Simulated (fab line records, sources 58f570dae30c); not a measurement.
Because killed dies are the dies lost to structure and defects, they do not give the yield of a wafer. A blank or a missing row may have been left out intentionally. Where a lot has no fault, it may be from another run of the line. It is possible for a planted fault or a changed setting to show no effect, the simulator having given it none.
Which tool was responsible? / flow berkeleyCmos170 / 13 lots, 39 wafers sampled, at 4 steps of a route of 331

WHAT THE GAUGES SHOWED, per wafer
UCB170_M1_OVL_MEAS_10.
lot=L424; measured=day 7 13:55; on=overlay-02; M1_OVL (nm)=7 3 5
lot=L423; measured=day 7 16:31; on=overlay-01; M1_OVL (nm)=6 11 12
lot=L427; measured=day 7 20:36; on=overlay-02; M1_OVL (nm)=9 9 2
lot=L426; measured=day 7 21:14; on=overlay-02; M1_OVL (nm)=12 3 4
lot=L429; measured=day 7 22:12; on=overlay-02; M1_OVL (nm)=2 2 3
lot=L428; measured=day 7 22:37; on=overlay-01; M1_OVL (nm)=2 5 2
lot=L430; measured=day 8 16:18; on=overlay-01; M1_OVL (nm)=11 7 6
lot=L432; measured=day 8 22:07; on=overlay-02; M1_OVL (nm)=1 -1 2
lot=L437; measured=day 9 17:21; on=overlay-02; M1_OVL (nm)=9 10 6
lot=L441; measured=day 11 00:08; on=overlay-01; M1_OVL (nm)=11 11 13
lot=L446; measured=day 11 23:06; on=overlay-01; M1_OVL (nm)=-2 7 6
lot=L443; measured=day 11 23:07; on=overlay-02; M1_OVL (nm)=8 10 9
lot=L445; measured=day 12 01:01; on=overlay-02; M1_OVL (nm)=-1 1 5

UCB170_V2_BOW_MEAS_03.
lot=L424; measured=day 7 22:52; on=filmMetro-03; V2_BOW (um)=37 28 39
lot=L423; measured=day 8 01:37; on=filmMetro-02; V2_BOW (um)=38 42 41
lot=L427; measured=day 8 09:38; on=filmMetro-03; V2_BOW (um)=26 26 31
lot=L426; measured=day 8 10:14; on=filmMetro-02; V2_BOW (um)=41 32 40
lot=L429; measured=day 8 10:11; on=filmMetro-04; V2_BOW (um)=48 34 30
lot=L428; measured=day 8 09:56; on=filmMetro-03; V2_BOW (um)=41 55 36
lot=L430; measured=day 9 04:07; on=filmMetro-03; V2_BOW (um)=31 26 35
lot=L432; measured=day 9 10:53; on=filmMetro-02; V2_BOW (um)=42 37 41
lot=L437; measured=day 10 05:04; on=filmMetro-03; V2_BOW (um)=28 39 29
lot=L441; measured=day 11 11:56; on=filmMetro-02; V2_BOW (um)=39 24 44
lot=L446; measured=day 12 09:03; on=filmMetro-04; V2_BOW (um)=37 25 27
lot=L443; measured=day 12 09:17; on=filmMetro-03; V2_BOW (um)=52 34 42
lot=L445; measured=day 12 13:25; on=filmMetro-03; V2_BOW (um)=34 29 30

UCB170_M3_OVL_MEAS_16.
lot=L424; measured=day 8 02:54; on=overlay-02; M3_OVL (nm)=6 2 9
lot=L423; measured=day 8 08:56; on=overlay-02; M3_OVL (nm)=0 -2 -4
lot=L427; measured=day 8 14:40; on=overlay-02; M3_OVL (nm)=6 -4 3
lot=L426; measured=day 8 15:06; on=overlay-01; M3_OVL (nm)=-1 -7 0
lot=L429; measured=day 8 14:53; on=overlay-02; M3_OVL (nm)=2 7 -2
lot=L428; measured=day 8 14:23; on=overlay-01; M3_OVL (nm)=1 6 5
lot=L430; measured=day 9 09:56; on=overlay-01; M3_OVL (nm)=-2 0 -2
lot=L432; measured=day 9 16:21; on=overlay-01; M3_OVL (nm)=-1 -5 -1
lot=L437; measured=day 10 09:32; on=overlay-02; M3_OVL (nm)=-4 -7 3
lot=L441; measured=day 11 16:08; on=overlay-02; M3_OVL (nm)=-4 -4 -2
lot=L446; measured=day 12 14:17; on=overlay-02; M3_OVL (nm)=-1 -4 4
lot=L443; measured=day 12 14:34; on=overlay-01; M3_OVL (nm)=-1 -4 -7
lot=L445; measured=day 12 18:52; on=overlay-01; M3_OVL (nm)=-6 3 -5

TOOL THAT RAN EACH LOT (tool first, then ch and the chambers of the sampled wafers, then the start)
lot=L424; UCB170_M3_EXPOSE_12=krfScanner-02 ch 0, day 8 02:13
lot=L423; UCB170_M3_EXPOSE_12=krfScanner-01 ch 0, day 8 07:54
lot=L427; UCB170_M3_EXPOSE_12=krfScanner-02 ch 0, day 8 13:59
lot=L426; UCB170_M3_EXPOSE_12=krfScanner-01 ch 0, day 8 14:35
lot=L429; UCB170_M3_EXPOSE_12=krfScanner-02 ch 0, day 8 14:20
lot=L428; UCB170_M3_EXPOSE_12=krfScanner-02 ch 0, day 8 13:47
lot=L430; UCB170_M3_EXPOSE_12=krfScanner-02 ch 0, day 9 09:26
lot=L432; UCB170_M3_EXPOSE_12=krfScanner-02 ch 0, day 9 15:39
lot=L437; UCB170_M3_EXPOSE_12=krfScanner-01 ch 0, day 10 09:01
lot=L441; UCB170_M3_EXPOSE_12=krfScanner-01 ch 0, day 11 15:39
lot=L446; UCB170_M3_EXPOSE_12=krfScanner-01 ch 0, day 12 13:34
lot=L443; UCB170_M3_EXPOSE_12=krfScanner-01 ch 0, day 12 13:55
lot=L445; UCB170_M3_EXPOSE_12=krfScanner-01 ch 0, day 12 18:10
- UCB170_M3_EXPOSE_12: exposes mask METAL3, target cd 700 nm.

AS READ BY THE TOOLS THEMSELVES (means over the sampled wafers that have a number; for cases with no such wafer, the mark the record gives instead)
UCB170_M3_EXPOSE_12.
lot=L424 tool=krfScanner-02 exposureDoseMJCm2=25.981
lot=L423 tool=krfScanner-01 exposureDoseMJCm2=26.008
lot=L427 tool=krfScanner-02 exposureDoseMJCm2=25.982
lot=L426 tool=krfScanner-01 exposureDoseMJCm2=25.961
lot=L429 tool=krfScanner-02 exposureDoseMJCm2=26.012
lot=L428 tool=krfScanner-02 exposureDoseMJCm2=25.971
lot=L430 tool=krfScanner-02 exposureDoseMJCm2=25.996
lot=L432 tool=krfScanner-02 exposureDoseMJCm2=25.805
lot=L437 tool=krfScanner-01 exposureDoseMJCm2=25.969
lot=L441 tool=krfScanner-01 exposureDoseMJCm2=25.951
lot=L446 tool=krfScanner-01 exposureDoseMJCm2=25.964
lot=L443 tool=krfScanner-01 exposureDoseMJCm2=25.983
lot=L445 tool=krfScanner-01 exposureDoseMJCm2=25.948

THE ANSWER, worked out from the rows above alone
Rule: what is usual is taken from the lots themselves. Put in order of their means at a reading, lots are off if they are a third of the lots or fewer, leave a main group of 4 or more, and stand apart from it by a gap of 3 or more times the standard deviation of the main group's means; of several such gaps the widest counts. If all means in a main group match to the digits the tables above print for the reading, that group is not used. Also off: a lot with no number at a reading for which 4 or more lots have one. All remaining lots with rows at the step are treated as sound. Order of review: gauges by route order, followed by the tools' own readings, for which a lot's mean as printed above is used. At the first step where some lot is off, the reading lying furthest off is the one used; lots without a number count as furthest.
Off: L432 (UCB170_M3_EXPOSE_12, exposureDoseMJCm2). The main group has a mean of 25.977 with a standard deviation of 0.02.
A tool fits if, at that step or a process step before it, it ran every lot that is off, and no sound lot after the first of them. One candidate fits, namely krfScanner-02 at UCB170_M3_EXPOSE_12. A fault onset in the window from L430 (day 9 09:26, its last sound lot) to L432 (day 9 15:39, its first lot off) fits.
The tool's own readings at UCB170_M3_EXPOSE_12 bear it out: on the lots that are off they differ by more than 5 times the standard deviation of the sound lots' means. exposureDoseMJCm2 reads 25.805 there against 25.977 on the sound lots.

WHAT THE SIMULATOR PUT IN
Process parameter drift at UCB170_M3_EXPOSE_12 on krfScanner-02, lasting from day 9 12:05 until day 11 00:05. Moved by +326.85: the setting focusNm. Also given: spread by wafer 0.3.
Shown lots that were struck: L432. The same result came from the rule above.
